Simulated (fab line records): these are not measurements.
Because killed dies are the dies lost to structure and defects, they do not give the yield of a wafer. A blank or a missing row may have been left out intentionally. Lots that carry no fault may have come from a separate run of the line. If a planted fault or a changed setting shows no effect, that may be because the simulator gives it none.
Struck lot and sound lot, side by side    flow rit-cmos    21 steps out of a route of 202
Sound: the wafers L931.3, L931.5, L931.6. Struck: wafers L939.1, L939.2, L939.6. The cause is given at the end.
Order at every step that has rows: each side's tool, ch and its chambers, its first start. Under that, the readings that differ: sound wafers    struck wafers    difference of the means    sigmas: that difference in standard deviations of wafers without a fault.
alike: words and numbers the same on both sides, and readings whose means are apart by under 2 such deviations; not compared: readings that were withheld, readings missing a value for some wafer, numbers with overlapping values and no deviation given by the record, and bounds like >300 which may hide the same value.
The two part at a step that has a row with sigmas, a row that says differs or no value, or rows on one side only. Numbers that don't overlap but have no deviation are shown without sigmas and don't part them. Lack of a reading on every wafer of one side parts them only where that side has two or more wafers.

first, 6 steps without rows for these wafers: RIT_NRETRO_HMDS_00 (prime time 60 s); RIT_NRETRO_COAT_01 (resist thk 1300 nm); RIT_NRETRO_SOFTBAKE_02 (time 60 s); RIT_NRETRO_EXPOSE_03 (exposes mask M4, target cd 43900 nm); RIT_NRETRO_PEB_04; RIT_NRETRO_DEVELOP_05 (develop time 68 s).
RIT_NRETRO_OVL_MEAS_06:
  sound: overlay-01 at day 3 03:34; struck: overlay-01 at day 4 21:08
  alike: NRETRO_OVL
then, 2 steps without rows for these wafers: RIT_NRETRO_HARDBAKE_07 (time 120 s); RIT_NRETRO_IMPLANT_08.
RIT_NRETRO_STRIP_09: strips in O2, time 180 s.
  sound on plasma-asher-04 ch 0,1, day 3 04:02; struck on plasma-asher-04 ch 0,1, day 4 21:34
  alike: drypump-motor-current-A
  not compared: rf-hours-counter-h
RIT_NRETRO_TW_MEAS_10:
  sound: film-metro-03 at day 3 04:11; struck: film-metro-02 at day 4 21:45
  alike: NRETRO_TW
then, 1 step without rows for these wafers: RIT_PRETRO_HMDS_00 (prime time 60 s).
RIT_PRETRO_COAT_01: resist thk 1300 nm.
  sound on litho-track-03 ch 0, day 3 04:25; struck on litho-track-03 ch 0, day 4 21:58
reading                                      sound                 struck                difference  sigmas
spin-speed-rpm (rpm)                         1999.8 2000.0 2001.4  1859.5 1859.1 1857.9  -141.6      -99 or more
model.NOVOLAK_of_PRETRO_COAT_01.thk-nm (nm)  1304 1306 1308        1346 1350 1349        +42         
then, 4 steps without rows for these wafers: RIT_PRETRO_SOFTBAKE_02 (time 60 s); RIT_PRETRO_EXPOSE_03 (exposes mask M5, target cd 43700 nm); RIT_PRETRO_PEB_04; RIT_PRETRO_DEVELOP_05 (develop time 68 s).
RIT_PRETRO_OVL_MEAS_06:
  sound: overlay-01 at day 3 05:07; struck: overlay-01 at day 4 22:49
  alike: PRETRO_OVL
RIT_PRETRO_HARDBAKE_07: time 120 s.
  sound on litho-track-03 ch 0, day 3 05:13; struck on litho-track-01 ch 0, day 4 22:51
reading                                      sound           struck          difference  sigmas
model.NOVOLAK_of_PRETRO_COAT_01.thk-nm (nm)  1140 1142 1144  1177 1180 1179  +37         
next, for these wafers, 1 step has no rows: RIT_PRETRO_IMPLANT_08.
RIT_M1_PROBE_99:
  sound: prober-01 at day 4 11:18; struck: prober-01 at day 6 02:45
  alike: killed-at-front-end, killed-dies, killed-open, killed-short

== WHERE THEY PART ==
Within this record, at RIT_PRETRO_COAT_01 only. Later steps at which nothing parts them and some readings are alike: RIT_PRETRO_OVL_MEAS_06, RIT_M1_PROBE_99.

WHY: the cause the simulator had injected
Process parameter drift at RIT_PRETRO_COAT_01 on litho-track-03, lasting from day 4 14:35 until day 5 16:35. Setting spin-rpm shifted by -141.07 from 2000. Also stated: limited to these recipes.
